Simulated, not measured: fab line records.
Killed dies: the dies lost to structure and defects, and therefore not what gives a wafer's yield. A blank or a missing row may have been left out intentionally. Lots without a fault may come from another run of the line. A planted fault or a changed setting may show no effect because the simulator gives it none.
Matching of chambers :: flow berkeley cmos170 :: UCB170_V1_CMP_02 on cmp-02 has 4 sister chambers
The step polishes SiO2. 4 wafers are shown with their chamber, then 7 later ones without.

== WAFERS PAIRED WITH THEIR CHAMBERS ==
wafer: L954.1
chamber: 3
motor current A (A): 16.1

wafer: L960.1
chamber: 1
motor current A (A): 18.0

wafer: L962.1
chamber: 2
motor current A (A): 17.7

wafer: L962.2
chamber: 0
motor current A (A): 16.6

== WAFERS WITHOUT THEIR CHAMBER ==
wafer: L962.6
motor current A (A): 18.9

wafer: L964.1
motor current A (A): 18.1

wafer: L964.2
motor current A (A): 18.6

wafer: L964.3
motor current A (A): 15.3

wafer: L968.1
motor current A (A): 16.5

wafer: L968.4
motor current A (A): 19.6

wafer: L968.6
motor current A (A): 15.3

== WHICH CHAMBER EACH WENT THROUGH ==
wafer: L962.6
from the rows above: can't be placed: 1 or 2 or 0
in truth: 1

wafer: L964.1
from the rows above: can't be placed: 1 or 2 or 0
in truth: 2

wafer: L964.2
from the rows above: can't be placed: 1 or 2 or 0
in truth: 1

wafer: L964.3
from the rows above: can't be placed: 3 or 0 or 2
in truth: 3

wafer: L968.1
from the rows above: can't be placed: 0 or 3 or 2 or 1
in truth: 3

wafer: L968.4
from the rows above: can't be placed: 1 or 2 or 0
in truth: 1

wafer: L968.6
from the rows above: can't be placed: 3 or 0 or 2
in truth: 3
Correct placement for 0 of the 7. Cannot be placed on the basis of these rows: 7; the candidates contain the true chamber in 7. Placed wrongly: 0.
How it was worked out, from the rows above alone: a wafer's distance from a chamber is the root of the sum, over the readings, of the square of ((its reading less the chamber's mean) divided by the reading's scatter). If the next closest chamber is less than 2 further off than the closest, the wafer can't be placed; otherwise it belongs to the closest. For every chamber, the mean is computed from those of its wafers that are shown. The scatter: root of mean squared gap, hidden wafer to nearest shown wafer, with one shown wafer a chamber.
